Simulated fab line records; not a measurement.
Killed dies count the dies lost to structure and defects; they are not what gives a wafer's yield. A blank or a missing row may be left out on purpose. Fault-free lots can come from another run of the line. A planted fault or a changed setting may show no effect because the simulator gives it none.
Chamber matching | flow berkeley_cmos170 | 4 sister chambers for UCB170_GATE_ETCH_15 on rie_si-02
The step etches poly-Si in HBr/Cl2, stops on SiO2, time 56.3 s, target depth 278.2 nm. 16 wafers are shown with their chamber, then 8 later ones without.

== EACH WAFER AND ITS CHAMBER ==
wafer  | chamber | throttle_valve_pct (%) | oes_product_au (a.u.)
L658.2 | 2       | 26.45                  | 0.826
L658.3 | 0       | 26.45                  | 0.812
L658.5 | 1       | 26.50                  | 0.793
L656.1 | 2       | 26.48                  | 0.824
L656.2 | 0       | 26.46                  | 0.808
L656.3 | 1       | 26.49                  | 0.800
L663.3 | 0       | 26.48                  | 0.813
L663.5 | 0       | 26.45                  | 0.817
L663.6 | 3       | 26.83                  | 0.829
L661.2 | 3       | 26.82                  | 0.839
L661.3 | 2       | 26.49                  | 0.832
L661.5 | 2       | 26.47                  | 0.828
L668.1 | 3       | 26.83                  | 0.837
L668.3 | 2       | 26.47                  | 0.823
L668.6 | 1       | 26.50                  | 0.806
L667.2 | 3       | 26.84                  | 0.847

SIGNATURES, as means of the wafers listed above
reading            | chamber 0 | chamber 1 | chamber 2 | chamber 3 | scatter within a chamber
throttle_valve_pct | 26.4600   | 26.4967   | 26.4720   | 26.8300   | 0.0121
oes_product_au     | 0.81250   | 0.79967   | 0.82660   | 0.83800   | 0.00533
Rule: for each reading, subtract the chamber's mean from the wafer's reading, divide by that reading's scatter and square the result; add these up over the readings and take the root, which gives the wafer's distance from the chamber. If the next closest chamber is less than 2 further off than the closest, the wafer can't be placed; otherwise it belongs to the closest. How the scatter is found: for the shown wafers, subtract from each reading the mean of its chamber, square and add these, divide the total by (wafers less chambers), then take the root.

== WAFERS WITHOUT THEIR CHAMBER ==
wafer  | throttle_valve_pct (%) | oes_product_au (a.u.)
L667.4 | 26.47                  | 0.826
L667.5 | 26.83                  | 0.851
L669.1 | 26.83                  | 0.840
L669.2 | 26.47                  | 0.810
L669.3 | 26.52                  | 0.802
L677.2 | 26.51                  | 0.795
L677.4 | 26.49                  | 0.829
L677.5 | 26.48                  | 0.825

== WHICH CHAMBER EACH ONE RAN IN ==
wafer  | from the rows above     | in truth
L667.4 | 2                       | 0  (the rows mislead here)
L667.5 | 3                       | 3
L669.1 | 3                       | 3
L669.2 | can't be placed: 0 or 1 | 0
L669.3 | 1                       | 1
L677.2 | 1                       | 1
L677.4 | 2                       | 2
L677.5 | 2                       | 2
Correctly placed: 6 of 8. Can't be placed from these rows: 1 (the true chamber is among the candidates in 1). Number placed wrongly: 1.
